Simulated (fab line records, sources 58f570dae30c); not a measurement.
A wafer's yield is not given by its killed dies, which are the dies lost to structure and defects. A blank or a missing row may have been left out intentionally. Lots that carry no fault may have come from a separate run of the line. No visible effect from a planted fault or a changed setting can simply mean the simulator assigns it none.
Problem report, 8D (eight disciplines) form, completed by code	flow berkeley_cmos170	the parts of the form that need people (team, actions taken, sign-off) are left out

== 1. WHAT WENT WRONG ==
Wafers without a fault read 25.00 sccm, standard deviation 0.072; ph3_flow_sccm at UCB170_CONTACT_CVD_01 reads a mean of 29.97 sccm on 9 wafers belonging to 3 lots. That puts it +69 standard deviations away from the usual mean.
The step: deposits PSG from SiH4/O2/PH3, target thk 700 nm, time 2820 s.
First seen on wafer L242.1, day 9 16:17, on lpcvd-02. The record has a number at this step for 45 wafers belonging to 15 lots. By rule, "out" or "out of limits" means more than 4 standard deviations away from the usual mean. Any other wafer with a number is counted as sound.

== 2. WHAT IT IS; WHAT IT IS NOT ==
question	is	is not
which readings at this step	ph3_flow_sccm	-
which lots	L242, L243, L244	L236, L237, L238, L239, L241, L246, L250, L251, L252, L256, L257, L258
which wafers of those lots	all that have a number	-
read on which tools	lpcvd-02	lpcvd-01
when	from day 9 16:17	up to then (12 sound wafers); but 24 sound wafers of L241, L246, L250, L251, L252, L256, L257, L258 came after

== 3. THE SUSPECTS, EACH WITH WHAT RULES IT OUT ==
Counting: a tool at a process step up to the reading stays a suspect if it ran every lot that is out and no sound lot after the first of them.
- lpcvd-02 at UCB170_CONTACT_CVD_01 (deposits PSG from SiH4/O2/PH3, target thk 700 nm, time 2820 s): ruled out as a lasting fault. Following L242 (day 9 16:17), the first lot on it that is out, the sound lots L256, L258 were run on it.
Left after counting: nothing in the record.

== 4. THE CAUSE (what the simulator had put in) ==
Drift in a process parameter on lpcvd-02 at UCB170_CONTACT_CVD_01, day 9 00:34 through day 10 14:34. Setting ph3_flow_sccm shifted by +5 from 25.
Counting ruled it out, wrongly.

== 5. THE EFFECT CHAIN, in route order ==
Each row: a reading where the mean over the struck wafers with a number is more than 3 standard deviations away from the usual. Only readings whose record carries a usual standard deviation are examined. hours: median over the lots of the time between each lot's start at the first step of this table that gives one and its start at this step. sigmas: the change, counted in usual standard deviations.
hours	step	reading	usual	on struck wafers	change	sigmas
0	UCB170_CONTACT_CVD_01	ph3_flow_sccm	25.00 sccm	29.97	+4.97	+69
The process steps in it:
- UCB170_CONTACT_CVD_01: deposits PSG from SiH4/O2/PH3, target thk 700 nm, time 2820 s.

== 6. HOW IT WOULD HAVE BEEN CAUGHT EARLIER ==
In this record no reading fell out of limits until day 9 16:17, 16 hours after the fault had begun at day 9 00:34.
